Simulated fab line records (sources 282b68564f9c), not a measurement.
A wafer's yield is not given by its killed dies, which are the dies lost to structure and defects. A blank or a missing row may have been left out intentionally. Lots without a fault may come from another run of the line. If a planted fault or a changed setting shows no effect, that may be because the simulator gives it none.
fab line records || flow ritCmos
record {"lots": 15, "wafers": 45, "lastDay": 7}
route steps=202 shown NSD@134 M1@202
lots that met no fault: from a run of the same line without faults
startH: start of the lot's first displayed wafer, in hours after the record's first day || waitH: time in hours since the lot's previous step || " the same as in the row above || L1.1+2: one row covering several wafers at once || - value missing, or start not given || * or withheld: withheld || < > ~ a bound
route shown NAME@n: a module of which the file shows steps, and the number in the route of the first || usual: mean and standard deviation over wafers with no fault || same: alike in all rows || chamber/n: place in a boat || sites: readings site by site || _std_site: the values' standard deviation || _edge_site: inner sites' mean taken away from outer sites' mean || radiusMm: how far each site lies from the wafer's centre || mask NAME#n: copy n || behind: the tool/chamber that last shaped the wafer || hold: why the lot went on hold/how many hours it stayed there/how the hold came to an end || device: whichever transistor did not switch (one of n, p or np) || end of line: the route-end tests of the same wafers || where a step has no rows: the recipe by itself || killed: dies that structure and defects cost at the first sort, which is not the same as the wafer's yield || map: per-die view of a wafer (x killed, . not killed, _ where there is no die)
set.NAME: the run value of the setting; set.NAME@STEP: its run value at that earlier step || model.NAME: the simulator's own value behind a step, which no gauge read
a sample of lots followed through the steps of the route, with each step as a table and each wafer as a row
services: from which hour (startH, from the record's first day; less than 0 if before it) a tool's chamber was out of use, for how many hours, and why
## steps
# step RIT_NSD_EXPOSE_03
# recipe {"maskId": "M9", "na": 0.57, "targetCdNm": 40700, "doseMj": 250}
{"lot.wafer": "L119.1+3+6", "tool": "ilineStepper-01", "chamber": 0, "startH": 73.90, "waitH": 0.1, "mask": "M9#0"}
{"lot.wafer": "L121.1+5+6", "tool": "ilineStepper-02", "chamber": 0, "startH": 78.63, "waitH": 0.3, "mask": "M9#0"}
{"lot.wafer": "L123.1+2+6", "tool": "ilineStepper-02", "chamber": 0, "startH": 83.70, "waitH": 0.1, "mask": "M9#0"}
{"lot.wafer": "L124.2+3+5", "tool": "ilineStepper-02", "chamber": 0, "startH": 92.06, "waitH": 0.1, "mask": "M9#0"}
{"lot.wafer": "L126.1+5+6", "tool": "ilineStepper-01", "chamber": 0, "startH": 95.37, "waitH": 0.2, "mask": "M9#0"}
{"lot.wafer": "L127.3+4+5", "tool": "ilineStepper-01", "chamber": 0, "startH": 98.03, "waitH": 0.1, "mask": "M9#0"}
{"lot.wafer": "L128.2+3+5", "tool": "ilineStepper-02", "chamber": 0, "startH": 103.76, "waitH": 0.2, "mask": "M9#0"}
{"lot.wafer": "L129.3+4+6", "tool": "ilineStepper-01", "chamber": 0, "startH": 108.30, "waitH": 0.2, "mask": "M9#0"}
{"lot.wafer": "L131.2+5+6", "tool": "ilineStepper-02", "chamber": 0, "startH": 118.24, "waitH": 0.1, "mask": "M9#0"}
{"lot.wafer": "L132.3+4+6", "tool": "ilineStepper-01", "chamber": 0, "startH": 124.91, "waitH": 0.2, "mask": "M9#0"}
{"lot.wafer": "L133.1+3+6", "tool": "ilineStepper-02", "chamber": 0, "startH": 126.81, "waitH": 0.2, "mask": "M9#0"}
{"lot.wafer": "L136.1+3+6", "tool": "ilineStepper-01", "chamber": 0, "startH": 143.51, "waitH": 0.1, "mask": "M9#0"}
{"lot.wafer": "L138.3+4+6", "tool": "ilineStepper-02", "chamber": 0, "startH": 149.51, "waitH": 0.2, "mask": "M9#0"}
{"lot.wafer": "L139.1+4+6", "tool": "ilineStepper-01", "chamber": 0, "startH": 161.91, "waitH": 0.2, "mask": "M9#0"}
{"lot.wafer": "L140.1+2+6", "tool": "ilineStepper-02", "chamber": 0, "startH": 163.25, "waitH": 0.2, "mask": "M9#0"}
# step RIT_NSD_OVL_MEAS_06
# usual {"NSD_OVL": "0.0/1.4"}
{"lot.wafer": "L119.1", "tool": "overlay-01", "chamber": "-", "startH": 74.30, "waitH": "-", "hold": "-", "NSD_OVL[nm]": 0.0}
{"lot.wafer": "L119.3", "tool": "overlay-01", "chamber": "-", "startH": 74.30, "waitH": "-", "hold": "-", "NSD_OVL[nm]": 0.2}
{"lot.wafer": "L119.6", "tool": "overlay-01", "chamber": "-", "startH": 74.30, "waitH": "-", "hold": "-", "NSD_OVL[nm]": -1.5}
{"lot.wafer": "L121.1", "tool": "overlay-01", "chamber": "-", "startH": 79.08, "waitH": "-", "hold": "-", "NSD_OVL[nm]": -1.9}
{"lot.wafer": "L121.5", "tool": "overlay-01", "chamber": "-", "startH": 79.08, "waitH": "-", "hold": "-", "NSD_OVL[nm]": 0.9}
{"lot.wafer": "L121.6", "tool": "overlay-01", "chamber": "-", "startH": 79.08, "waitH": "-", "hold": "-", "NSD_OVL[nm]": -0.9}
{"lot.wafer": "L123.1", "tool": "overlay-02", "chamber": "-", "startH": 84.10, "waitH": "-", "hold": "-", "NSD_OVL[nm]": 0.6}
{"lot.wafer": "L123.2", "tool": "overlay-02", "chamber": "-", "startH": 84.10, "waitH": "-", "hold": "-", "NSD_OVL[nm]": 0.6}
{"lot.wafer": "L123.6", "tool": "overlay-02", "chamber": "-", "startH": 84.10, "waitH": "-", "hold": "-", "NSD_OVL[nm]": 0.9}
{"lot.wafer": "L124.2", "tool": "overlay-02", "chamber": "-", "startH": 92.45, "waitH": "-", "hold": "-", "NSD_OVL[nm]": -1.2}
{"lot.wafer": "L124.3", "tool": "overlay-02", "chamber": "-", "startH": 92.45, "waitH": "-", "hold": "-", "NSD_OVL[nm]": -0.9}
{"lot.wafer": "L124.5", "tool": "overlay-02", "chamber": "-", "startH": 92.45, "waitH": "-", "hold": "-", "NSD_OVL[nm]": -1.5}
{"lot.wafer": "L126.1", "tool": "overlay-01", "chamber": "-", "startH": 95.77, "waitH": "-", "hold": "-", "NSD_OVL[nm]": 1.5}
{"lot.wafer": "L126.5", "tool": "overlay-01", "chamber": "-", "startH": 95.77, "waitH": "-", "hold": "-", "NSD_OVL[nm]": 3.4}
{"lot.wafer": "L126.6", "tool": "overlay-01", "chamber": "-", "startH": 95.77, "waitH": "-", "hold": "-", "NSD_OVL[nm]": 1.2}
{"lot.wafer": "L127.3", "tool": "overlay-02", "chamber": "-", "startH": 98.41, "waitH": "-", "hold": "-", "NSD_OVL[nm]": -0.2}
{"lot.wafer": "L127.4", "tool": "overlay-02", "chamber": "-", "startH": 98.41, "waitH": "-", "hold": "-", "NSD_OVL[nm]": 1.3}
{"lot.wafer": "L127.5", "tool": "overlay-02", "chamber": "-", "startH": 98.41, "waitH": "-", "hold": "-", "NSD_OVL[nm]": 1.1}
{"lot.wafer": "L128.2", "tool": "overlay-01", "chamber": "-", "startH": 104.15, "waitH": "-", "hold": "-", "NSD_OVL[nm]": -1.8}
{"lot.wafer": "L128.3", "tool": "overlay-01", "chamber": "-", "startH": 104.15, "waitH": "-", "hold": "-", "NSD_OVL[nm]": -1.5}
{"lot.wafer": "L128.5", "tool": "overlay-01", "chamber": "-", "startH": 104.15, "waitH": "-", "hold": "-", "NSD_OVL[nm]": 1.4}
{"lot.wafer": "L129.3", "tool": "overlay-02", "chamber": "-", "startH": 108.69, "waitH": "-", "hold": "-", "NSD_OVL[nm]": 1.8}
{"lot.wafer": "L129.4", "tool": "overlay-02", "chamber": "-", "startH": 108.69, "waitH": "-", "hold": "-", "NSD_OVL[nm]": -1.3}
{"lot.wafer": "L129.6", "tool": "overlay-02", "chamber": "-", "startH": 108.69, "waitH": "-", "hold": "-", "NSD_OVL[nm]": 0.3}
{"lot.wafer": "L131.2", "tool": "overlay-01", "chamber": "-", "startH": 118.67, "waitH": "-", "hold": "-", "NSD_OVL[nm]": 1.2}
{"lot.wafer": "L131.5", "tool": "overlay-01", "chamber": "-", "startH": 118.67, "waitH": "-", "hold": "-", "NSD_OVL[nm]": -0.5}
{"lot.wafer": "L131.6", "tool": "overlay-01", "chamber": "-", "startH": 118.67, "waitH": "-", "hold": "-", "NSD_OVL[nm]": -0.1}
{"lot.wafer": "L132.3", "tool": "overlay-02", "chamber": "-", "startH": 125.29, "waitH": "-", "hold": "-", "NSD_OVL[nm]": 1.6}
{"lot.wafer": "L132.4", "tool": "overlay-02", "chamber": "-", "startH": 125.29, "waitH": "-", "hold": "-", "NSD_OVL[nm]": 0.7}
{"lot.wafer": "L132.6", "tool": "overlay-02", "chamber": "-", "startH": 125.29, "waitH": "-", "hold": "-", "NSD_OVL[nm]": 0.7}
{"lot.wafer": "L133.1", "tool": "overlay-02", "chamber": "-", "startH": 127.21, "waitH": "-", "hold": "awaitDispo/0.2h/release", "NSD_OVL[nm]": 358.4}
{"lot.wafer": "L133.3", "tool": "overlay-02", "chamber": "-", "startH": 127.21, "waitH": "-", "hold": "awaitDispo/0.2h/release", "NSD_OVL[nm]": 356.6}
{"lot.wafer": "L133.6", "tool": "overlay-02", "chamber": "-", "startH": 127.21, "waitH": "-", "hold": "awaitDispo/0.2h/release", "NSD_OVL[nm]": 357.3}
{"lot.wafer": "L133.1", "tool": "overlay-02", "chamber": "-", "startH": 127.41, "waitH": 0.2, "hold": "-", "NSD_OVL[nm]": 358.2}
{"lot.wafer": "L133.3", "tool": "overlay-02", "chamber": "-", "startH": 127.41, "waitH": 0.2, "hold": "-", "NSD_OVL[nm]": 356.5}
{"lot.wafer": "L133.6", "tool": "overlay-02", "chamber": "-", "startH": 127.41, "waitH": 0.2, "hold": "-", "NSD_OVL[nm]": 358.1}
{"lot.wafer": "L136.1", "tool": "overlay-01", "chamber": "-", "startH": 143.95, "waitH": "-", "hold": "-", "NSD_OVL[nm]": 3.5}
{"lot.wafer": "L136.3", "tool": "overlay-01", "chamber": "-", "startH": 143.95, "waitH": "-", "hold": "-", "NSD_OVL[nm]": 1.2}
{"lot.wafer": "L136.6", "tool": "overlay-01", "chamber": "-", "startH": 143.95, "waitH": "-", "hold": "-", "NSD_OVL[nm]": 0.4}
{"lot.wafer": "L138.3", "tool": "overlay-01", "chamber": "-", "startH": 149.89, "waitH": "-", "hold": "awaitDispo/0.2h/release", "NSD_OVL[nm]": 360.3}
{"lot.wafer": "L138.4", "tool": "overlay-01", "chamber": "-", "startH": 149.89, "waitH": "-", "hold": "awaitDispo/0.2h/release", "NSD_OVL[nm]": 360.6}
{"lot.wafer": "L138.6", "tool": "overlay-01", "chamber": "-", "startH": 149.89, "waitH": "-", "hold": "awaitDispo/0.2h/release", "NSD_OVL[nm]": 360.3}
{"lot.wafer": "L138.3", "tool": "overlay-01", "chamber": "-", "startH": 150.09, "waitH": 0.2, "hold": "-", "NSD_OVL[nm]": 360.1}
{"lot.wafer": "L138.4", "tool": "overlay-01", "chamber": "-", "startH": 150.09, "waitH": 0.2, "hold": "-", "NSD_OVL[nm]": 360.6}
{"lot.wafer": "L138.6", "tool": "overlay-01", "chamber": "-", "startH": 150.09, "waitH": 0.2, "hold": "-", "NSD_OVL[nm]": 360.4}
{"lot.wafer": "L139.1", "tool": "overlay-01", "chamber": "-", "startH": 162.31, "waitH": "-", "hold": "-", "NSD_OVL[nm]": 1.0}
{"lot.wafer": "L139.4", "tool": "overlay-01", "chamber": "-", "startH": 162.31, "waitH": "-", "hold": "-", "NSD_OVL[nm]": 1.3}
{"lot.wafer": "L139.6", "tool": "overlay-01", "chamber": "-", "startH": 162.31, "waitH": "-", "hold": "-", "NSD_OVL[nm]": 3.2}
{"lot.wafer": "L140.1", "tool": "overlay-02", "chamber": "-", "startH": 163.65, "waitH": "-", "hold": "awaitDispo/0.2h/release", "NSD_OVL[nm]": 360.0}
{"lot.wafer": "L140.2", "tool": "overlay-02", "chamber": "-", "startH": 163.65, "waitH": "-", "hold": "awaitDispo/0.2h/release", "NSD_OVL[nm]": 360.2}
{"lot.wafer": "L140.6", "tool": "overlay-02", "chamber": "-", "startH": 163.65, "waitH": "-", "hold": "awaitDispo/0.2h/release", "NSD_OVL[nm]": 361.9}
{"lot.wafer": "L140.1", "tool": "overlay-02", "chamber": "-", "startH": 163.85, "waitH": 0.2, "hold": "-", "NSD_OVL[nm]": 359.6}
{"lot.wafer": "L140.2", "tool": "overlay-02", "chamber": "-", "startH": 163.85, "waitH": 0.2, "hold": "-", "NSD_OVL[nm]": 360.0}
{"lot.wafer": "L140.6", "tool": "overlay-02", "chamber": "-", "startH": 163.85, "waitH": 0.2, "hold": "-", "NSD_OVL[nm]": 362.1}
# step RIT_M1_PROBE_99
# usual {"defectLimitedYield": "97.2/1.1", "killed_at_M0_to_M3": "0.0/0.14", "killedAtContacts": "0.0/0.2", "killedAtFrontEnd": "7.3/2.8", "killedDies": "7.3/2.8", "killedOpen": "3.8/1.9", "killedShort": "3.5/1.8", "sort_bin_3_pad_short": "0.1/0.23", "sort_bin_5_function": "1.6/0.85", "sort_bin_6_memory": "1.0/0.62", "sortNPass": "256.7/2.8", "sortYieldPct": "97.2/1.1"}
# same {"grossDies": 264, "killed_at_M4_up": 0, "killedAtBackSide": 0, "killedAtOther": 0}
{"lot.wafer": "L123.1", "tool": "prober-01", "chamber": "-", "startH": 94.25, "waitH": 0.1, "defectLimitedYield[%]": 97.3, "killed_at_M0_to_M3": 1, "killedAtContacts": 0, "killedAtFrontEnd": 6, "killedDies": 7, "killedOpen": 3, "killedShort": 4, "sort_bin_3_pad_short[%]": 0.4, "sort_bin_5_function[%]": 1.1, "sort_bin_6_memory[%]": 1.1, "sortNPass": 257.0, "sortYieldPct[%]": 97.3}
{"lot.wafer": "L123.2", "tool": "prober-01", "chamber": "-", "startH": 94.30, "waitH": 0.1, "defectLimitedYield[%]": 97.7, "killed_at_M0_to_M3": 0, "killedAtContacts": 0, "killedAtFrontEnd": 6, "killedDies": 6, "killedOpen": 2, "killedShort": 4, "sort_bin_3_pad_short[%]": 0, "sort_bin_5_function[%]": 2.3, "sort_bin_6_memory[%]": 0, "sortNPass": 258.0, "sortYieldPct[%]": 97.7}
{"lot.wafer": "L123.6", "tool": "prober-01", "chamber": "-", "startH": 94.50, "waitH": 0.2, "defectLimitedYield[%]": 97.7, "killed_at_M0_to_M3": 0, "killedAtContacts": 0, "killedAtFrontEnd": 6, "killedDies": 6, "killedOpen": 3, "killedShort": 3, "sort_bin_3_pad_short[%]": 0, "sort_bin_5_function[%]": 1.9, "sort_bin_6_memory[%]": 0.4, "sortNPass": 258.0, "sortYieldPct[%]": 97.7}
{"lot.wafer": "L126.1", "tool": "prober-01", "chamber": "-", "startH": 105.90, "waitH": 0.1, "defectLimitedYield[%]": 97.0, "killed_at_M0_to_M3": 0, "killedAtContacts": 0, "killedAtFrontEnd": 8, "killedDies": 8, "killedOpen": 6, "killedShort": 2, "sort_bin_3_pad_short[%]": 0, "sort_bin_5_function[%]": 2.3, "sort_bin_6_memory[%]": 0.8, "sortNPass": 256.0, "sortYieldPct[%]": 97.0}
{"lot.wafer": "L126.5", "tool": "prober-01", "chamber": "-", "startH": 106.10, "waitH": 0.2, "defectLimitedYield[%]": 98.1, "killed_at_M0_to_M3": 0, "killedAtContacts": 0, "killedAtFrontEnd": 5, "killedDies": 5, "killedOpen": 4, "killedShort": 1, "sort_bin_3_pad_short[%]": 0, "sort_bin_5_function[%]": 1.9, "sort_bin_6_memory[%]": 0, "sortNPass": 259.0, "sortYieldPct[%]": 98.1}
{"lot.wafer": "L126.6", "tool": "prober-01", "chamber": "-", "startH": 106.15, "waitH": 0.2, "defectLimitedYield[%]": 97.7, "killed_at_M0_to_M3": 0, "killedAtContacts": 0, "killedAtFrontEnd": 6, "killedDies": 6, "killedOpen": 1, "killedShort": 5, "sort_bin_3_pad_short[%]": 0, "sort_bin_5_function[%]": 0.4, "sort_bin_6_memory[%]": 1.9, "sortNPass": 258.0, "sortYieldPct[%]": 97.7}
{"lot.wafer": "L127.3", "tool": "prober-02", "chamber": "-", "startH": 108.68, "waitH": 0.2, "defectLimitedYield[%]": 97.3, "killed_at_M0_to_M3": 0, "killedAtContacts": 1, "killedAtFrontEnd": 6, "killedDies": 7, "killedOpen": 3, "killedShort": 3, "sort_bin_3_pad_short[%]": 0, "sort_bin_5_function[%]": 1.5, "sort_bin_6_memory[%]": 1.1, "sortNPass": 257.0, "sortYieldPct[%]": 97.3}
{"lot.wafer": "L127.4", "tool": "prober-02", "chamber": "-", "startH": 108.73, "waitH": 0.2, "defectLimitedYield[%]": 97.0, "killed_at_M0_to_M3": 0, "killedAtContacts": 0, "killedAtFrontEnd": 8, "killedDies": 8, "killedOpen": 6, "killedShort": 2, "sort_bin_3_pad_short[%]": 0, "sort_bin_5_function[%]": 2.3, "sort_bin_6_memory[%]": 0.8, "sortNPass": 256.0, "sortYieldPct[%]": 97.0}
{"lot.wafer": "L127.5", "tool": "prober-02", "chamber": "-", "startH": 108.78, "waitH": 0.2, "defectLimitedYield[%]": 98.9, "killed_at_M0_to_M3": 0, "killedAtContacts": 0, "killedAtFrontEnd": 3, "killedDies": 3, "killedOpen": 3, "killedShort": 0, "sort_bin_3_pad_short[%]": 0, "sort_bin_5_function[%]": 1.1, "sort_bin_6_memory[%]": 0, "sortNPass": 261.0, "sortYieldPct[%]": 98.9}
{"lot.wafer": "L128.2", "tool": "prober-01", "chamber": "-", "startH": 114.31, "waitH": 0.1, "defectLimitedYield[%]": 97.3, "killed_at_M0_to_M3": 0, "killedAtContacts": 0, "killedAtFrontEnd": 7, "killedDies": 7, "killedOpen": 3, "killedShort": 4, "sort_bin_3_pad_short[%]": 0, "sort_bin_5_function[%]": 1.9, "sort_bin_6_memory[%]": 0.8, "sortNPass": 257.0, "sortYieldPct[%]": 97.3}
{"lot.wafer": "L128.3", "tool": "prober-01", "chamber": "-", "startH": 114.36, "waitH": 0.2, "defectLimitedYield[%]": 95.8, "killed_at_M0_to_M3": 0, "killedAtContacts": 0, "killedAtFrontEnd": 11, "killedDies": 11, "killedOpen": 4, "killedShort": 7, "sort_bin_3_pad_short[%]": 0.4, "sort_bin_5_function[%]": 3.4, "sort_bin_6_memory[%]": 0.4, "sortNPass": 253.0, "sortYieldPct[%]": 95.8}
{"lot.wafer": "L128.5", "tool": "prober-01", "chamber": "-", "startH": 114.46, "waitH": 0.2, "defectLimitedYield[%]": 98.1, "killed_at_M0_to_M3": 0, "killedAtContacts": 0, "killedAtFrontEnd": 5, "killedDies": 5, "killedOpen": 1, "killedShort": 4, "sort_bin_3_pad_short[%]": 0, "sort_bin_5_function[%]": 0.8, "sort_bin_6_memory[%]": 1.1, "sortNPass": 259.0, "sortYieldPct[%]": 98.1}
{"lot.wafer": "L131.2", "tool": "prober-02", "chamber": "-", "startH": 128.43, "waitH": 0.1, "defectLimitedYield[%]": 97.0, "killed_at_M0_to_M3": 0, "killedAtContacts": 0, "killedAtFrontEnd": 8, "killedDies": 8, "killedOpen": 5, "killedShort": 3, "sort_bin_3_pad_short[%]": 0.4, "sort_bin_5_function[%]": 1.1, "sort_bin_6_memory[%]": 1.5, "sortNPass": 256.0, "sortYieldPct[%]": 97.0}
{"lot.wafer": "L131.5", "tool": "prober-02", "chamber": "-", "startH": 128.58, "waitH": 0.2, "defectLimitedYield[%]": 97.0, "killed_at_M0_to_M3": 0, "killedAtContacts": 0, "killedAtFrontEnd": 8, "killedDies": 8, "killedOpen": 5, "killedShort": 3, "sort_bin_3_pad_short[%]": 0.8, "sort_bin_5_function[%]": 1.9, "sort_bin_6_memory[%]": 0.4, "sortNPass": 256.0, "sortYieldPct[%]": 97.0}
{"lot.wafer": "L131.6", "tool": "prober-02", "chamber": "-", "startH": 128.63, "waitH": 0.2, "defectLimitedYield[%]": 97.0, "killed_at_M0_to_M3": 0, "killedAtContacts": 0, "killedAtFrontEnd": 8, "killedDies": 8, "killedOpen": 5, "killedShort": 3, "sort_bin_3_pad_short[%]": 0, "sort_bin_5_function[%]": 2.3, "sort_bin_6_memory[%]": 0.8, "sortNPass": 256.0, "sortYieldPct[%]": 97.0}
{"lot.wafer": "L132.3", "tool": "prober-01", "chamber": "-", "startH": 135.61, "waitH": 0.2, "defectLimitedYield[%]": 98.1, "killed_at_M0_to_M3": 0, "killedAtContacts": 0, "killedAtFrontEnd": 5, "killedDies": 5, "killedOpen": 3, "killedShort": 2, "sort_bin_3_pad_short[%]": 0.4, "sort_bin_5_function[%]": 0.4, "sort_bin_6_memory[%]": 1.1, "sortNPass": 259.0, "sortYieldPct[%]": 98.1}
{"lot.wafer": "L132.4", "tool": "prober-01", "chamber": "-", "startH": 135.66, "waitH": 0.2, "defectLimitedYield[%]": 97.3, "killed_at_M0_to_M3": 0, "killedAtContacts": 0, "killedAtFrontEnd": 7, "killedDies": 7, "killedOpen": 3, "killedShort": 4, "sort_bin_3_pad_short[%]": 0, "sort_bin_5_function[%]": 1.5, "sort_bin_6_memory[%]": 1.1, "sortNPass": 257.0, "sortYieldPct[%]": 97.3}
{"lot.wafer": "L132.6", "tool": "prober-01", "chamber": "-", "startH": 135.76, "waitH": 0.2, "defectLimitedYield[%]": 97.0, "killed_at_M0_to_M3": 0, "killedAtContacts": 0, "killedAtFrontEnd": 8, "killedDies": 8, "killedOpen": 3, "killedShort": 5, "sort_bin_3_pad_short[%]": 0.4, "sort_bin_5_function[%]": 1.5, "sort_bin_6_memory[%]": 1.1, "sortNPass": 256.0, "sortYieldPct[%]": 97.0}
# killed by level:class
L123.1 FOX1:geometricParticle:open=1 FOX1:geometricParticle:short=1 FOX2:geometricParticle:short=1 GATE:geometricParticle:open=1 GATE:geometricParticle:short=1 SPACER:geometricParticle:open=1 M1:geometricParticle:short=1
L123.2 FOX1:geometricParticle:short=3 FOX1:geometricParticle:open=1 GATE:geometricParticle:open=1 GATE:geometricParticle:short=1
L123.6 FOX1:geometricParticle:open=2 SILICIDE:geometricParticle:short=2 FOX2:geometricParticle:short=1 FOX2:geometricParticle:open=1
L126.1 FOX2:geometricParticle:open=2 GATE:geometricParticle:open=2 FOX1:geometricParticle:open=1 FOX2:geometricParticle:short=1 GATE:geometricParticle:short=1 SILICIDE:geometricParticle:open=1
L126.5 GATE:geometricParticle:open=2 FOX2:geometricParticle:open=1 GATE:geometricParticle:short=1 SPACER:geometricParticle:open=1
L126.6 SILICIDE:geometricParticle:short=4 GATE:geometricParticle:open=1 GATE:geometricParticle:short=1
L127.3 GATE:geometricParticle:short=2 FOX2:geometricParticle:short=1 GATE:geometricParticle:open=1 REOX:geometricParticle:open=1 SILICIDE:geometricParticle:open=1 CONTACT:coatMicrobubblePrinted=1
L127.4 SPACER:geometricParticle:open=3 SILICIDE:geometricParticle:open=2 GATE:geometricParticle:open=1 REOX:geometricParticle:short=1 SILICIDE:geometricParticle:short=1
L127.5 GATE:geometricParticle:open=1 REOX:geometricParticle:open=1 SPACER:geometricParticle:open=1
L128.2 GATE:geometricParticle:open=2 GATE:geometricParticle:short=2 REOX:geometricParticle:open=1 REOX:geometricParticle:short=1 SILICIDE:geometricParticle:short=1
L128.3 GATE:geometricParticle:open=3 GATE:geometricParticle:short=2 REOX:geometricParticle:short=2 SILICIDE:geometricParticle:short=2 FOX1:geometricParticle:short=1 SILICIDE:geometricParticle:open=1
L128.5 FOX2:geometricParticle:short=1 GATE:geometricParticle:short=1 REOX:geometricParticle:short=1 SILICIDE:geometricParticle:open=1 SILICIDE:geometricParticle:short=1
L131.2 REOX:geometricParticle:open=3 GATE:geometricParticle:open=2 REOX:geometricParticle:short=2 GATE:geometricParticle:short=1
L131.5 FOX1:geometricParticle:open=1 FOX2:geometricParticle:short=1 GATE:geometricParticle:open=1 GATE:geometricParticle:short=1 REOX:geometricParticle:short=1 REOX:geometricParticle:open=1 SPACER:geometricParticle:open=1 SILICIDE:geometricParticle:open=1
L131.6 REOX:geometricParticle:open=4 GATE:geometricParticle:short=2 GATE:geometricParticle:open=1 REOX:geometricParticle:short=1
L132.3 FOX1:geometricParticle:open=2 FOX2:geometricParticle:open=1 REOX:geometricParticle:short=1 STARTING-WAFER:geometricParticle:short=1
L132.4 GATE:geometricParticle:short=2 GATE:geometricParticle:open=2 FOX2:geometricParticle:short=1 REOX:geometricParticle:short=1 SPACER:geometricParticle:open=1
L132.6 GATE:geometricParticle:short=3 FOX1:geometricParticle:short=1 GATE:geometricParticle:open=1 REOX:geometricParticle:short=1 SPACER:geometricParticle:open=1 SILICIDE:geometricParticle:open=1
## services
{"tool": "ilineStepper-02", "chamber": 0, "startH": 111.26, "hours": "-", "kind": "calibration"}
{"tool": "ilineStepper-01", "chamber": "-", "startH": 115.01, "hours": 3.7, "kind": "repair"}
## key
firstSign {"step": "RIT_NSD_OVL_MEAS_06", "reading": "visit", "direction": "added"}
effect {"step": "RIT_NSD_OVL_MEAS_06", "reading": "NSD_OVL", "direction": "up", "sigmas": "99+", "usual": 0.0, "struck": 359.5}
metAt RIT_NSD_EXPOSE_03
struckLots L133,L138,L140
scrappedBehind RIT_NSD_OVL_MEAS_06 L133.1,L133.3,L133.6,L138.3,L138.4,L138.6,L140.1,L140.2,L140.6
onsetBetween 118.24 126.81
fault {"kind": "scannerMatchingOverlay", "tool": "ilineStepper-02", "chamber": "-", "onsetH": 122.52, "steps": "RIT_NSD_EXPOSE_03", "offset": 360}
